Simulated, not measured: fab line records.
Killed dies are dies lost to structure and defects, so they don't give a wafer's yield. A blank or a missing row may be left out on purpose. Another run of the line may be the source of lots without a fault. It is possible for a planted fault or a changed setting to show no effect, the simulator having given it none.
Code-filled problem report in 8D (eight disciplines) form | flow berkeley-cmos170 | the parts of the form that need people (team, actions taken, sign-off) are left out

1. THE ISSUE
oes-product-au at UCB170_GATE_ETCH_15 reads a mean of 0.741 a.u. on 9 wafers of 3 lots; wafers without a fault read 0.837 a.u. with a standard deviation of 0.01. That puts it -9.6 standard deviations away from the usual mean.
The step: etches poly-Si in HBr/Cl2, stops on SiO2, time 56.3 s, target depth 278.2 nm.
The first sign was on wafer L882.1 at day 7 03:45, on rie-si-01. At this step, 45 wafers from 15 lots have a number in the record. The rule behind "out" and "out of limits": a value lying over 4 standard deviations away from the usual mean. Any other wafer with a number is counted as sound.

2. WHAT IT IS, AND WHAT IT ISN'T
question                    | is                     | is not
which readings at this step | oes-product-au         | bias-w, chamber-pressure-mTorr, drypump-motor-current-A, throttle-valve-pct
which lots                  | L882, L884, L886       | L875, L876, L877, L878, L879, L881, L890, L893, L894, L896, L897, L898
which wafers of those lots  | all that have a number | -
read on which tools         | rie-si-01              | rie-si-02
when                        | from day 7 03:45       | up to then (18 sound wafers); but 18 sound wafers of L890, L893, L894, L896, L897, L898 came after

3. THE SUSPECTS, EACH WITH WHAT RULES IT OUT
Counting: a tool at any process step up to the reading remains a suspect when it ran all the lots that are out and ran no sound lot after the first of those.
- rie-si-01 at UCB170_GATE_ETCH_15 (etches poly-Si in HBr/Cl2, stops on SiO2, time 56.3 s, target depth 278.2 nm): ruled out as a lasting fault. The sound lots L897, L896, L898 went through it after L882, its earliest lot that is out (day 7 03:45).
Left after counting: nothing in the record.

4. THE CAUSE (what the simulator had put in)
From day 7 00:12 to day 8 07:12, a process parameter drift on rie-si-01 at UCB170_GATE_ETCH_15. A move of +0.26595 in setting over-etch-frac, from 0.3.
Counting ruled it out, wrongly.

5. THE CHAIN OF EFFECTS, in route order
Each row: a reading whose mean over the struck wafers that have a number lies more than 3 standard deviations from the usual. Scope: only readings with a usual standard deviation given in the record; hours: median across lots of the time from each lot's start at the first step in this table that gives one to its start at this step; sigmas: change in usual standard deviations.
hours | step                | reading        | usual      | on struck wafers | change | sigmas
0     | UCB170_GATE_ETCH_15 | oes-product-au | 0.837 a.u. | 0.741            | -0.096 | -9.6
The process steps in it:
- UCB170_GATE_ETCH_15: etches poly-Si in HBr/Cl2, stops on SiO2, time 56.3 s, target depth 278.2 nm.

6. HOW IT WOULD HAVE BEEN CAUGHT EARLIER
First out-of-limits reading in this record: day 7 03:45, which is 4 hours after fault onset at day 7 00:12.
